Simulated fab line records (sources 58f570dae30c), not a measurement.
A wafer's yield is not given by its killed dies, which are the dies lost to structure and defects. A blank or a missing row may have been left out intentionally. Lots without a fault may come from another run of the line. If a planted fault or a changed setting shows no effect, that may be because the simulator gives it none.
Code-filled problem report in 8D (eight disciplines) form || flow berkeley-cmos170 || the parts of the form that need people (team, actions taken, sign-off) are left out

1. PROBLEM STATEMENT
NWELL_NITRIDE_THK at UCB170_NWELL_THK_MEAS_05 reads a mean of 259.1 nm on 9 wafers of 3 lots; wafers without a fault read 224.1 nm with a standard deviation of 1.9. That puts it +18 standard deviations away from the usual mean.
First observed at day 4 09:41: wafer L772.3, on film-metro-02. The record has a number at this step for 45 wafers belonging to 15 lots. Rule for "out", or "out of limits": more than 4 standard deviations from the usual mean. The other wafers with a number count as sound.

2. WHAT THIS IS AND IS NOT
{"question": "which readings at this step", "is": "NWELL_NITRIDE_THK", "is not": "-"}
{"question": "which lots", "is": "L772, L773, L776", "is not": "L762, L764, L765, L766, L767, L768, L769, L771, L774, L775, L784, L785"}
{"question": "which wafers of those lots", "is": "all that have a number", "is not": "-"}
{"question": "read on which gauges", "is": "film-metro-02", "is not": "film-metro-01, film-metro-03"}
{"question": "when", "is": "from day 4 09:41", "is not": "up to then (24 sound wafers); but 12 sound wafers of L774, L775, L784, L785 came after"}

3. WHAT RULES OUT EACH SUSPECT
Counting: a tool at a process step up to the reading stays a suspect if it ran every lot that is out and no sound lot after the first of them.
- the gauge at UCB170_NWELL_THK_MEAS_05: ruled out. All the wafers that are out were read on film-metro-02, but those of them that UCB170_NWELL_CVD_04 has rows for are out there too, on other tools.
- lpcvd-01 at UCB170_NWELL_CVD_04 (deposits Si3N4 from SiH2Cl2/NH3, target thk 224 nm, time 3360 s): kept. It processed each lot that is out, first L772 at day 4 07:44, and no sound lot thereafter; up to then, the last sound lot it processed was L771 at day 3 20:59. On those wafers its own readings are out: nh3-flow-sccm.
Left after counting: lpcvd-01 at UCB170_NWELL_CVD_04.

4. THE CAUSE (what the simulator had put in)
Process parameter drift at UCB170_NWELL_CVD_04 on lpcvd-01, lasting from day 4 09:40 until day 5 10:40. Setting nh3-flow-sccm, moved by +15, from 75. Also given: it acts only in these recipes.
This tool alone remained once counting was done.

5. SEQUENCE OF EFFECTS, ordered by route
Rows list readings where the struck wafers' mean (over those with a number) sits beyond 3 standard deviations from the usual. Only readings whose record carries a usual standard deviation are examined. hours: median over the lots of the time between each lot's start at the first step of this table that gives one and its start at this step. sigmas: the change, counted in usual standard deviations.
{"hours": 0, "step": "UCB170_NWELL_CVD_04", "reading": "nh3-flow-sccm", "usual": "75.02 sccm", "on struck wafers": 89.87, "change": "+14.85", "sigmas": "+65"}
{"hours": 2, "step": "UCB170_NWELL_THK_MEAS_05", "reading": "NWELL_NITRIDE_THK", "usual": "224.1 nm", "on struck wafers": 259.1, "change": "+35.0", "sigmas": "+18"}
Process steps it contains:
- UCB170_NWELL_CVD_04: deposits Si3N4 from SiH2Cl2/NH3, target thk 224 nm, time 3360 s.
Later steps that measure or inspect, where all struck wafers having a row at the step show a number for every such reading and not one has moved that far: UCB170_FIELD_THK_MEAS_02, UCB170_PVT_OVL_MEAS_06, UCB170_PVT_TW_MEAS_09.

6. HOW IT WOULD HAVE BEEN CAUGHT EARLIER
The first out-of-limits reading at a measuring or inspecting step in this record came at day 4 09:41, 0 hours after the fault's start at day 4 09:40.
At UCB170_NWELL_CVD_04, the tool's own readings (nh3-flow-sccm) were out on each struck wafer the step has a row for, so an alarm limit on them would have fired on the first such wafer.
L773, L776, from the lots that are out (3), started UCB170_NWELL_CVD_04 on lpcvd-01 later than day 4 09:41. A hold on the tool at that time would have spared those 2.
